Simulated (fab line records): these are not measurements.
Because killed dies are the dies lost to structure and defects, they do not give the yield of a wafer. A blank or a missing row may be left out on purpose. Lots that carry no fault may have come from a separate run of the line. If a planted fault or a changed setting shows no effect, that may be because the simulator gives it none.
One fault through the eyes of 2 desks    flow rit cmos    numbers are kept per desk, each desk with only its own; the story behind them comes last

FROM THE METROLOGY DESK
What the gauges read, lot by lot, whatever tool the lot ran on: means of the sampled wafers that have a number. Marked OUT: a lot whose mean sits more than 4 standard deviations from the usual mean, which makes it out of limits; the brackets give that distance.
Columns: A = SILICIDE_TI_RS at RIT_SILICIDE_RS_MEAS_02, usual 48.2 ohm/sq; B = SILICIDE_TI_THK at RIT_SILICIDE_THK_MEAS_03, usual 29.7 nm
lot   first seen here  A               B
L509  day 3 13:47      47.3            30.2
L511  day 4 01:05      47.5            30.1
L512  day 4 03:55      48.7            29.6
L513  day 4 08:11      48.3            29.6
L514  day 4 15:59      48.7            29.6
L515  day 4 18:33      48.3            29.8
L516  day 4 22:43      48.4            29.6
L517  day 5 04:52      47.0            30.2
L520  day 5 19:07      30.6 (-24) OUT  42.7 (+37) OUT
L522  day 6 08:17      30.3 (-24) OUT  43.2 (+38) OUT
L523  day 6 12:14      48.1            29.6
L525  day 7 00:46      49.5            29.3
L527  day 7 14:55      47.6            29.8
L529  day 7 22:21      47.3            30.3
Per this desk, out of limits: L520, L522; the first was L520, day 5 19:07 (SILICIDE_TI_RS at RIT_SILICIDE_RS_MEAS_02). In limits: L509, L511, L512, L513, L514, L515, L516, L517, L523, L525, L527, L529.

AT THE TOOL OWNER'S DESK: pvd sputter-04
The tool's own readings at RIT_SILICIDE_SPUTTER_01 (material Ti, target thk 30 nm, time 240 s): means of the sampled wafers that have a number, for each lot that ran on this tool. Marked OUT: a lot whose mean sits more than 4 standard deviations from the usual mean, which makes it out of limits; the brackets give that distance.
Columns: A = substrate temp c at RIT_SILICIDE_SPUTTER_01, usual 25.02 C; B = throttle valve pct at RIT_SILICIDE_SPUTTER_01, usual 30.2 %
lot   first seen here  A      B
L512  day 4 03:44      24.98  30.9
L514  day 4 15:49      24.95  30.8
L516  day 4 22:34      24.94  31.5
L520  day 5 18:56      25.06  30.9
L522  day 6 08:05      24.91  30.7
This desk found nothing out of limits on any of the 5 lots.

ALL TOGETHER
Metrology desk: alarm possible at day 5 19:07 on L520, L522.
The desk of the tool owner found nothing out of limits.
The tool owner's desk has L520, L522 on record, within its limits.
On pvd sputter-04, each named lot ran RIT_SILICIDE_SPUTTER_01.

WHAT HAD BEEN PUT IN BY THE SIMULATOR
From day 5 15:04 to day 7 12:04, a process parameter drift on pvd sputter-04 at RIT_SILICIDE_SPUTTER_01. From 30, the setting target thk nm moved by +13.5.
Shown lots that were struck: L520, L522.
Per desk, hours elapsed from the start of the fault to the first reading out of limits: for the metrology desk, 4.
